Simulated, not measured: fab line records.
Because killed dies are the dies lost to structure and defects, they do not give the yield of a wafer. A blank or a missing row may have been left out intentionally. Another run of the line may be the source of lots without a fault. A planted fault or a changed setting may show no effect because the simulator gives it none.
What tool caused it? :: flow berkeley-cmos170 :: route of 331 steps, sampled at 1 step: 7 lots, 21 wafers

== WHAT THE GAUGES SHOWED, per wafer ==
UCB170_V1_OVL_MEAS_13.
lot: L918
measured: day 9 05:05
on: overlay-02
V1_OVL (nm): 1 -4 0

lot: L920
measured: day 9 10:04
on: overlay-01
V1_OVL (nm): 0 4 -3

lot: L925
measured: day 10 11:52
on: overlay-02
V1_OVL (nm): 7 7 -3

lot: L924
measured: day 10 14:26
on: overlay-02
V1_OVL (nm): -1 2 3

lot: L929
measured: day 11 09:14
on: overlay-01
V1_OVL (nm): 3 9 9

lot: L931
measured: day 12 02:19
on: overlay-01
V1_OVL (nm): -1 1 -3

lot: L939
measured: day 13 22:35
on: overlay-01
V1_OVL (nm): 3 -2 5

== WHICH TOOL RAN EACH LOT (tool, then ch and the chambers of the sampled wafers, then the start) ==
Record: no process step prior to these readings.

== THE ANSWER, worked out from the rows above alone ==
Rule: the usual values come from the lots themselves. The widest of any qualifying gaps counts: lots, ordered by their means at a reading, are off when they make up no more than a third of the lots, leave a main group of 4 or more, and stand apart from it by 3 or more times the standard deviation of that group's means. If all means in a main group match to the digits the tables above print for the reading, that group is not used. Also off: a lot with no number at a reading for which 4 or more lots have one. The other lots that the step has rows for count as sound.
No lot is off on any of the readings shown, so nothing can be concluded from this.

== WHAT WAS PUT IN BY THE SIMULATOR ==
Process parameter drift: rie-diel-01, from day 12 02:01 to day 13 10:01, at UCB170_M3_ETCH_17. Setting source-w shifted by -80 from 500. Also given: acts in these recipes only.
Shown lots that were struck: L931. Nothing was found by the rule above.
